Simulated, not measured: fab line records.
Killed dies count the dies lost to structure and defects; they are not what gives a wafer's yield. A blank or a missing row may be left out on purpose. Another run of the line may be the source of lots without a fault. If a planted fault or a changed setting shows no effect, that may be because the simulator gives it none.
2 desks, one fault | flow berkeley-cmos170 | each desk holds nothing but its own numbers, with what lay behind them at the end

METROLOGY DESK
What the gauges read, lot by lot, whatever tool the lot ran on: means of the sampled wafers that have a number. A lot is out of limits, marked OUT, if its mean lies more than 4 standard deviations from the usual mean; the brackets give that distance.
Columns: A = PLDD_OVL at UCB170_PLDD_OVL_MEAS_07, usual 2 nm; B = cd-nm at UCB170_M1_CD_MEAS_09, usual 700.9 nm; C = cd-nm at UCB170_M3_CD_MEAS_15, usual 700.3 nm
lot  | first seen here | A  | B     | C
L603 | day 7 02:38     | -3 | 699.3 | 701.3
L604 | day 7 08:14     | -6 | 700.9 | 702.7
L605 | day 7 08:31     | 1  | 700.0 | 702.8
L606 | day 8 06:34     | 1  | 700.5 | 698.2
L612 | day 9 07:16     | 10 | 700.4 | 700.3
L611 | day 9 15:53     | 0  | 698.6 | 700.9
L613 | day 9 16:28     | 4  | 700.3 | 700.7
L617 | day 10 04:29    | 3  | 699.8 | 699.6
L615 | day 10 04:35    | 8  | 698.9 | 700.1
L618 | day 10 15:20    | 0  | 700.4 | 699.4
L619 | day 10 15:41    | 7  | 700.2 | 699.7
L620 | day 10 23:45    | -4 | 703.3 | 700.4
L621 | day 10 23:59    | 5  | 700.5 | 701.0
L622 | day 11 14:29    | -2 | 701.9 | 699.2
L624 | day 12 02:14    | 5  | 702.2 | 701.8
Finding of this desk: none of the 15 lots has anything out of limits.

TOOL OWNER'S DESK, litho-track-02
The tool's own readings at UCB170_M3_HMDS_04 (prime time 60 s): means of the sampled wafers that have a number, for each lot that ran on this tool. A lot is out of limits, marked OUT, if its mean lies more than 4 standard deviations from the usual mean; the brackets give that distance.
Columns: A = prime-temp-c at UCB170_M3_HMDS_04, usual 100.00 C
lot  | first seen here | A
L612 | day 10 14:20    | 99.95
L613 | day 11 04:49    | 100.05
L617 | day 11 14:13    | 100.15
L618 | day 12 03:16    | 97.94 (-16) OUT
L619 | day 12 04:10    | 97.92 (-16) OUT
L620 | day 12 09:17    | 98.03 (-15) OUT
This desk's verdict: out of limits on L618, L619, L620, starting with L618 at day 12 03:16 (prime-temp-c at UCB170_M3_HMDS_04). In limits: L612, L613, L617.

PUT TOGETHER
The tool owner's desk could have raised an alarm at day 12 03:16, on L618, L619, L620.
From the metrology desk's view, nothing was out of limits.
The metrology desk holds a record of L618, L619, L620, inside its limits.
Of the lots named, all ran UCB170_M3_HMDS_04 on litho-track-02.

WHAT THE SIMULATOR PUT IN
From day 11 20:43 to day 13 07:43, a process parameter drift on litho-track-02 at UCB170_M3_HMDS_04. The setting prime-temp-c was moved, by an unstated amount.
Shown lots that were struck: L618, L619, L620.
Time in hours from fault onset to the first out-of-limits reading at each desk: the tool owner's desk, 7.
